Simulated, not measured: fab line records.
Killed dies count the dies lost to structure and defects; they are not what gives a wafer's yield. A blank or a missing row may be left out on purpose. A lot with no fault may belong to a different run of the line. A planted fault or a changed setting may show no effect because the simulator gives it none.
What tool caused it? -- flow rit-cmos -- 42 wafers from 14 lots sampled at 6 of the route's 202 steps

== WHAT THE GAUGES READ, wafer by wafer ==
RIT_NLDD_TW_MEAS_10. Usual: for NLDD_TW the level is 2488 and the standard deviation is 24.
lot,measured,on,NLDD_TW,flag
L502,day 2 23:25,film-metro-02,2490 2470 2474,
L503,day 3 06:05,film-metro-01,2508 2507 2515,
L505,day 3 16:16,film-metro-01,2516 2516 2529,
L509,day 5 03:46,film-metro-04,2479 2485 2470,
L510,day 5 07:33,film-metro-01,2530 2535 2544,
L511,day 5 15:41,film-metro-02,2466 2447 2473,
L512,day 6 01:56,film-metro-02,2468 2468 2455,
L513,day 6 02:23,film-metro-02,2487 2472 2471,
L515,day 6 10:42,film-metro-04,2485 2486 2489,
L521,day 7 08:41,film-metro-02,2470 2459 2455,
L522,day 7 09:43,film-metro-04,2487 2492 2486,
L523,day 7 18:40,film-metro-04,2485 2479 2490,
L524,day 7 23:10,film-metro-01,2528 2519 2522,
L525,day 7 22:56,film-metro-04,2475 2502 2492,

RIT_PLDD_TW_MEAS_10. Usual: for PLDD_TW the level is 2356 and the standard deviation is 24.
lot,measured,on,PLDD_TW,flag
L502,day 3 00:59,film-metro-02,2307 2317 2315,
L503,day 3 07:37,film-metro-01,2369 2376 2371,
L505,day 3 17:41,film-metro-01,2360 2361 2373,
L509,day 5 05:19,film-metro-04,2547 2535 2531,OFF
L510,day 5 08:59,film-metro-01,2621 2616 2607,OFF
L511,day 5 17:26,film-metro-04,2343 2336 2348,
L512,day 6 03:23,film-metro-01,2387 2368 2355,
L513,day 6 04:16,film-metro-01,2378 2364 2366,
L515,day 6 12:28,film-metro-04,2346 2339 2351,
L521,day 7 10:21,film-metro-04,2349 2343 2347,
L522,day 7 11:16,film-metro-02,2322 2318 2322,
L523,day 7 20:05,film-metro-01,2377 2381 2373,
L524,day 8 00:43,film-metro-04,2353 2336 2342,
L525,day 8 00:22,film-metro-01,2375 2383 2377,

RIT_NSD_OVL_MEAS_06. Usual: for NSD_OVL the level is -0.1 nm and the standard deviation is 1.5.
lot,measured,on,NSD_OVL (nm),flag
L502,day 3 04:35,overlay-02,-3.3 -0.8 -1.9,
L503,day 3 13:44,overlay-01,-1.3 2.6 0.7,
L505,day 3 22:11,overlay-02,-1.1 1.9 -1.0,
L509,day 5 08:43,overlay-01,1.1 0.5 2.9,
L510,day 5 12:30,overlay-02,-0.1 -0.9 -0.4,
L511,day 5 21:27,overlay-02,-0.6 -1.9 -2.2,
L512,day 6 07:07,overlay-02,0.8 -1.1 -0.8,
L513,day 6 10:52,overlay-01,2.0 0.7 2.0,
L515,day 6 16:26,overlay-01,2.9 0.8 1.6,
L521,day 7 14:04,overlay-01,0.8 1.1 1.0,
L522,day 7 14:49,overlay-02,-1.6 -1.0 0.6,
L523,day 7 23:29,overlay-02,-3.2 -1.0 -1.2,
L524,day 8 04:43,overlay-01,-1.0 -1.2 -0.9,
L525,day 8 03:46,overlay-01,-1.1 -1.3 -1.9,

RIT_SDANNEAL_RS_MEAS_06: measures by four-point-probe. Usual: for PLDD_RS the level is 178.5 ohm/sq and the standard deviation is 0.57.
lot,measured,on,PLDD_RS (ohm/sq),flag
L502,day 3 07:25,film-metro-04,178.8 178.2 178.5,
L503,day 3 16:28,film-metro-02,178.2 177.8 178.9,
L505,day 4 00:52,film-metro-04,178.2 178.1 177.9,
L509,day 5 11:32,film-metro-04,160.2 160.3 160.8,OFF
L510,day 5 15:10,film-metro-01,158.7 159.8 159.0,OFF
L511,day 6 00:07,film-metro-04,179.2 179.1 178.7,
L512,day 6 09:47,film-metro-02,178.4 178.6 178.5,
L513,day 6 13:57,film-metro-02,178.5 178.6 177.4,
L515,day 6 20:43,film-metro-02,178.2 177.7 178.6,
L521,day 7 17:35,film-metro-01,178.8 178.7 178.6,
L522,day 7 18:19,film-metro-02,178.4 178.8 178.7,
L523,day 8 02:16,film-metro-02,178.6 178.9 179.2,
L524,day 8 07:29,film-metro-02,178.6 178.0 178.5,
L525,day 8 06:26,film-metro-02,177.6 177.4 177.7,

== TOOL THAT RAN EACH LOT (tool first, then ch and the chambers of the sampled wafers, then the start) ==
lot,RIT_GATE_STRIP_20,RIT_PLDD_IMPLANT_08
L502,"plasma-asher-03 ch 0,1, day 2 16:41","implanter-04 ch 0, day 3 00:40"
L503,"plasma-asher-04 ch 0,1, day 2 23:37","implanter-03 ch 0, day 3 07:19"
L505,"plasma-asher-01 ch 0,1, day 3 08:37","implanter-03 ch 0, day 3 17:23"
L509,"plasma-asher-03 ch 0,1, day 4 18:40","implanter-03 ch 0, day 5 05:01"
L510,"plasma-asher-03 ch 0,1, day 4 23:42","implanter-03 ch 0, day 5 08:39"
L511,"plasma-asher-03 ch 0,1, day 5 06:35","implanter-01 ch 0, day 5 17:08"
L512,"plasma-asher-04 ch 0,1, day 5 17:26","implanter-04 ch 0, day 6 03:05"
L513,"plasma-asher-03 ch 0,1, day 5 17:31","implanter-04 ch 0, day 6 03:56"
L515,"plasma-asher-01 ch 0,1, day 6 05:36","implanter-04 ch 0, day 6 12:10"
L521,"plasma-asher-04 ch 0,1, day 7 00:47","implanter-01 ch 0, day 7 10:02"
L522,"plasma-asher-01 ch 0,1, day 7 04:04","implanter-04 ch 0, day 7 10:58"
L523,"plasma-asher-03 ch 0,1, day 7 12:29","implanter-01 ch 0, day 7 19:46"
L524,"plasma-asher-01 ch 0,1, day 7 16:22","implanter-03 ch 0, day 8 00:25"
L525,"plasma-asher-03 ch 1, day 7 16:26","implanter-04 ch 0, day 8 00:04"
- RIT_GATE_STRIP_20: strips in O2, time 180 s.
- RIT_PLDD_IMPLANT_08

== WHAT THE TOOLS THEMSELVES READ (means of the sampled wafers that have a number; where no wafer has one, the mark that the record gives instead) ==
RIT_GATE_STRIP_20. Usual: drypump-motor-current-A reads 5.8 A (standard deviation 0.7).
lot,tool,drypump-motor-current-A (A),flag
L502,plasma-asher-03,5.9,
L503,plasma-asher-04,6.7,
L505,plasma-asher-01,5.4,
L509,plasma-asher-03,5.9,
L510,plasma-asher-03,5.4,
L511,plasma-asher-03,5.4,
L512,plasma-asher-04,6.6,
L513,plasma-asher-03,5.9,
L515,plasma-asher-01,5.4,
L521,plasma-asher-04,6.7,
L522,plasma-asher-01,5.4,
L523,plasma-asher-03,5.4,
L524,plasma-asher-01,5.4,
L525,plasma-asher-03,4.8,

RIT_PLDD_IMPLANT_08. Usual: beam-on-s 10.00 s, standard deviation 0.2; faraday-current-uA 2820, standard deviation 57.
lot,tool,beam-on-s (s),faraday-current-uA,flag
L502,implanter-04,10.09,2805,
L503,implanter-03,10.19,2764,
L505,implanter-03,9.91,2849,
L509,implanter-03,14.47,1951,OFF
L510,implanter-03,14.15,1997,OFF
L511,implanter-01,9.81,2874,
L512,implanter-04,9.97,2834,
L513,implanter-04,9.94,2839,
L515,implanter-04,10.27,2755,
L521,implanter-01,10.24,2757,
L522,implanter-04,9.87,2854,
L523,implanter-01,10.08,2790,
L524,implanter-03,9.78,2884,
L525,implanter-04,9.96,2840,

== THE ANSWER, worked out from the rows above alone ==
Rule: lot off if the mean of its wafers having a number is beyond 3 standard deviations from the usual mean. Also off: a lot with no number at a reading for which 4 or more lots have one. Any other lot the step has rows for is counted as sound. Order of review: gauges by route order, followed by the tools' own readings, for which a lot's mean as printed above is used. At the first step where some lot is off, the reading lying furthest off is the one used; lots without a number count as furthest.
Off: L509, L510, seen at RIT_PLDD_TW_MEAS_10 (PLDD_TW).
If a tool, at a process step before that reading, ran all the lots that are off and no sound lot after the first of them, it fits. The gauges at RIT_PLDD_TW_MEAS_10 aren't tried: what is off there is off at RIT_PLDD_IMPLANT_08 too, on other tools, and a gauge's error can't cause that. None of those tried fits.

== WHAT HAD BEEN PUT IN BY THE SIMULATOR ==
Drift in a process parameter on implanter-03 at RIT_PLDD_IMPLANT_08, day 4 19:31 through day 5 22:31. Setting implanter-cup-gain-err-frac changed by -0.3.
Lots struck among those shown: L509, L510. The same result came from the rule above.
